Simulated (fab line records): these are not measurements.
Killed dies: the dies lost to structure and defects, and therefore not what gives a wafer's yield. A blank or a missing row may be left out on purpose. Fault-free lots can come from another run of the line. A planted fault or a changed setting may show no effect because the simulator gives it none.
Which tool was responsible? + flow rit cmos + 13 lots, 39 wafers sampled, at 4 steps of a route of 202

WHAT EACH GAUGE READ, for each wafer
RIT_M1_BOW_MEAS_16. Usual: M1_BOW typically reads 17 um, with standard deviation 6.3.
| lot  | measured    | on            | M1_BOW (um) | flag |
|------|-------------|---------------|-------------|------|
| L522 | day 3 14:45 | film metro-04 | 21 15 15    |      |
| L527 | day 4 12:24 | film metro-02 | 15 14 12    |      |
| L528 | day 4 17:38 | film metro-01 | 17 18 30    |      |
| L533 | day 5 19:28 | film metro-04 | 14 19 28    |      |
| L534 | day 5 23:31 | film metro-02 | 8 12 17     |      |
| L535 | day 6 03:33 | film metro-02 | 25 20 19    |      |
| L537 | day 6 14:49 | film metro-04 | 22 26 25    |      |
| L538 | day 6 18:29 | film metro-02 | 23 2 16     |      |
| L540 | day 7 04:31 | film metro-02 | 15 22 27    |      |
| L541 | day 7 09:34 | film metro-01 | 21 13 22    |      |
| L543 | day 7 18:16 | film metro-04 | 15 19 21    |      |
| L544 | day 7 23:44 | film metro-02 | 28 7 2      |      |
| L545 | day 8 04:34 | film metro-02 | 27 10 24    |      |

WHAT TOOL EACH LOT RAN ON (gives the tool, then ch and the chambers of the sampled wafers, and finally the start)
| lot  | RIT_SILICIDE_SPUTTER_01     | RIT_SILICIDE_RTA_06             | RIT_CONTACT_CVD_00             |
|------|-----------------------------|---------------------------------|--------------------------------|
| L522 | pvd sputter-01, day 3 07:08 | rtp anneal-02 ch 0, day 3 07:36 | pecvd-03 ch 0,1,2, day 3 07:39 |
| L527 | pvd sputter-01, day 4 05:13 | rtp anneal-01 ch 0, day 4 05:39 | pecvd-04 ch 0,1, day 4 05:43   |
| L528 | pvd sputter-03, day 4 10:29 | rtp anneal-02 ch 0, day 4 10:56 | pecvd-03 ch 0,1,2, day 4 11:00 |
| L533 | pvd sputter-01, day 5 11:52 | rtp anneal-01 ch 0, day 5 12:18 | pecvd-04 ch 0,1, day 5 12:22   |
| L534 | pvd sputter-03, day 5 15:35 | rtp anneal-02 ch 0, day 5 16:02 | pecvd-03 ch 1,2, day 5 16:05   |
| L535 | pvd sputter-01, day 5 20:12 | rtp anneal-01 ch 0, day 5 20:42 | pecvd-02 ch 0,2, day 5 20:46   |
| L537 | pvd sputter-01, day 6 07:46 | rtp anneal-01 ch 0, day 6 08:16 | pecvd-03 ch 1,2, day 6 08:20   |
| L538 | pvd sputter-03, day 6 11:34 | rtp anneal-02 ch 0, day 6 12:03 | pecvd-02 ch 0,2, day 6 12:08   |
| L540 | pvd sputter-03, day 6 20:17 | rtp anneal-02 ch 0, day 6 20:43 | pecvd-03 ch 0,1,2, day 6 20:51 |
| L541 | pvd sputter-01, day 7 01:23 | rtp anneal-01 ch 0, day 7 01:54 | pecvd-02 ch 1,2, day 7 01:58   |
| L543 | pvd sputter-01, day 7 11:38 | rtp anneal-01 ch 0, day 7 12:04 | pecvd-03 ch 0,1,2, day 7 12:08 |
| L544 | pvd sputter-03, day 7 16:55 | rtp anneal-02 ch 0, day 7 17:22 | pecvd-02 ch 0,1, day 7 17:29   |
| L545 | pvd sputter-01, day 7 21:27 | rtp anneal-01 ch 0, day 7 21:57 | pecvd-04 ch 0,1,2, day 7 22:01 |
- RIT_SILICIDE_SPUTTER_01: material Ti, target thk 30 nm, time 240 s.
- RIT_SILICIDE_RTA_06: time 10 s, ramp up 5 s, ramp down 10 s.
- RIT_CONTACT_CVD_00: deposits SiO2 from TEOS, target thk 400 nm, time 61 s.

AS READ BY THE TOOLS THEMSELVES (means over the sampled wafers that have a number; for cases with no such wafer, the mark the record gives instead)
RIT_SILICIDE_SPUTTER_01. Usual: 30.2 % for throttle valve pct, sd 0.93.
| lot  | tool           | throttle valve pct (%) | flag |
|------|----------------|------------------------|------|
| L522 | pvd sputter-01 | 30.5                   |      |
| L527 | pvd sputter-01 | 31.6                   |      |
| L528 | pvd sputter-03 | 29.5                   |      |
| L533 | pvd sputter-01 | 31.2                   |      |
| L534 | pvd sputter-03 | 29.5                   |      |
| L535 | pvd sputter-01 | 31.0                   |      |
| L537 | pvd sputter-01 | 30.9                   |      |
| L538 | pvd sputter-03 | 29.6                   |      |
| L540 | pvd sputter-03 | 29.6                   |      |
| L541 | pvd sputter-01 | 30.5                   |      |
| L543 | pvd sputter-01 | 30.1                   |      |
| L544 | pvd sputter-03 | 29.7                   |      |
| L545 | pvd sputter-01 | 30.1                   |      |

RIT_SILICIDE_RTA_06. Usual: 754.8 for wafer_temp_C_max, sd 0.9.
| lot  | tool          | wafer_temp_C_max | flag |
|------|---------------|------------------|------|
| L522 | rtp anneal-02 | 754.7            |      |
| L527 | rtp anneal-01 | 754.2            |      |
| L528 | rtp anneal-02 | 755.5            |      |
| L533 | rtp anneal-01 | 754.7            |      |
| L534 | rtp anneal-02 | 755.2            |      |
| L535 | rtp anneal-01 | 754.3            |      |
| L537 | rtp anneal-01 | 755.2            |      |
| L538 | rtp anneal-02 | 755.3            |      |
| L540 | rtp anneal-02 | 755.7            |      |
| L541 | rtp anneal-01 | 754.3            |      |
| L543 | rtp anneal-01 | 754.0            |      |
| L544 | rtp anneal-02 | 755.7            |      |
| L545 | rtp anneal-01 | 754.8            |      |

RIT_CONTACT_CVD_00. Usual: heater power w 305 W, standard deviation 62; rf fwd power W 396.6 W, standard deviation 1.4.
| lot  | tool     | heater power w (W) | rf fwd power W (W) | flag |
|------|----------|--------------------|--------------------|------|
| L522 | pecvd-03 | 332                | 397.4              |      |
| L527 | pecvd-04 | 298                | 398.2              |      |
| L528 | pecvd-03 | 314                | 396.9              |      |
| L533 | pecvd-04 | 353                | 396.6              |      |
| L534 | pecvd-03 | 295                | 396.8              |      |
| L535 | pecvd-02 | 285                | 397.1              |      |
| L537 | pecvd-03 | 269                | 396.0              |      |
| L538 | pecvd-02 | 299                | 396.9              |      |
| L540 | pecvd-03 | 316                | 398.0              |      |
| L541 | pecvd-02 | 279                | 396.2              |      |
| L543 | pecvd-03 | 288                | 397.3              |      |
| L544 | pecvd-02 | 324                | 397.4              |      |
| L545 | pecvd-04 | 303                | 396.0              |      |

THE ANSWER, worked out from the rows above alone
Rule: a lot is off if the mean of its wafers that have a number lies more than 3 standard deviations from the usual mean. A lot without any number at a reading at which 4 lots or more have one is off too. The other lots that the step has rows for count as sound. Order of review: gauges by route order, followed by the tools' own readings, for which a lot's mean as printed above is used. The first step at which some lot is off is used, and at that step the reading that is off furthest; a lot without a number counts as furthest.
Nothing can be told from this: no lot is off at any reading shown.

WHAT THE SIMULATOR HAD PUT IN
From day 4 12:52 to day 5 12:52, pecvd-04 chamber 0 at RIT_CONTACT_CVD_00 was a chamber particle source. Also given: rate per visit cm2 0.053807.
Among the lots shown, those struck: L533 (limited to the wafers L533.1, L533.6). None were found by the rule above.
